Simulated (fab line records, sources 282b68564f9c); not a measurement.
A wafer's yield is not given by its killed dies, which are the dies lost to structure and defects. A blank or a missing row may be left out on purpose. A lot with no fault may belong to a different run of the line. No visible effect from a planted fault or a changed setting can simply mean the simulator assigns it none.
Struck lot and sound lot, side by side -- flow rit_cmos -- 15 steps out of a route of 202
Sound: these wafers, L259.1, L259.4, L259.6. Struck: wafer L269.5 (L269.4, L269.6, from the same lot, were not struck and are left out); the cause is given at the end.
At each step with rows: each side's tool, then ch and its chambers, then its first start. Under that, the readings that differ: sound wafers -- struck wafers -- difference of the means -- sigmas: that difference in standard deviations of wafers without a fault.
alike: readings with means less than 2 such deviations apart, plus words and numbers identical on both sides. not compared: withheld readings, readings lacking a value on some wafer, bounds such as >300 that could conceal the same value, and numbers that have no deviation in the record and whose values overlap.
The two part at a step that has a row with sigmas, a row that says differs or no value, or rows on one side only. Numbers that don't overlap but have no deviation are shown without sigmas and don't part them. Lack of a reading on every wafer of one side parts them only where that side has two or more wafers.

RIT_GATE_THK_MEAS_07:
  sound on film_metro-03 at day 2 09:31; struck on film_metro-02 at day 4 11:53
  alike: GATE_OXIDE_THK
then, 1 step without rows for these wafers: RIT_GATE_CVD_08 (deposits poly-Si from SiH4, target thk 250 nm, time 2220 s).
RIT_GATE_THK_MEAS_09:
  sound on film_metro-01 at day 2 11:11; struck on film_metro-02 at day 4 13:34
  alike: GATE_POLY_THK
then, 6 steps without rows for these wafers: RIT_GATE_HMDS_10 (prime time 60 s); RIT_GATE_COAT_11 (resist thk 850 nm); RIT_GATE_SOFTBAKE_12 (time 60 s); RIT_GATE_EXPOSE_13 (exposes mask M6, target cd 150 nm); RIT_GATE_PEB_14; RIT_GATE_DEVELOP_15 (develop time 50 s).
RIT_GATE_CD_MEAS_16: the cd target is 150 nm.
  sound on cd_sem-01 at day 2 12:23; struck on cd_sem-02 at day 4 14:30
  alike: cd_nm
RIT_GATE_OVL_MEAS_17:
  sound on overlay-02 at day 2 12:30; struck on overlay-01 at day 4 14:35
  alike: GATE_OVL
then, 1 step without rows for these wafers: RIT_GATE_HARDBAKE_18 (time 60 s).
RIT_GATE_ETCH_19: etches poly-Si in SF6/CHF3/O2, stops on SiO2, time 165 s, target depth 312.5 nm.
  sound on rie_si-01 ch 0,3, day 2 12:41; struck on rie_si-01 ch 2, day 4 14:44
reading,sound,struck,difference,sigmas
oes_product_au (a.u.),0.851 0.848 0.860,0.765,-0.088,-5
run_length_s (s),192.5 194.6 192.8,210.8,+17.5,+32
  alike: drypump_motor_current_A, throttle_valve_pct
  not compared: rf_hours_counter_h, model.NOVOLAK_of_GATE_COAT_11.thk_nm
RIT_GATE_STRIP_20: strips in O2, time 180 s.
  sound on plasma_asher-03 ch 0, day 2 12:47; struck on plasma_asher-04 ch 0, day 4 14:55
  alike: drypump_motor_current_A
  not compared: rf_hours_counter_h
RIT_M1_PROBE_99:
  sound on prober-01 at day 3 08:55; struck on prober-01 at day 5 12:41
  alike: killed_at_front_end, killed_dies, killed_open, killed_short

== WHERE THEY PART ==
Only at RIT_GATE_ETCH_19, as far as this record shows. Later steps at which nothing parts them and some readings are alike: RIT_GATE_STRIP_20, RIT_M1_PROBE_99.

WHY: what had been put in by the simulator
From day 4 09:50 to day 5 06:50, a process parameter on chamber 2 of rie_si-01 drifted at RIT_GATE_ETCH_19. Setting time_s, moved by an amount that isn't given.
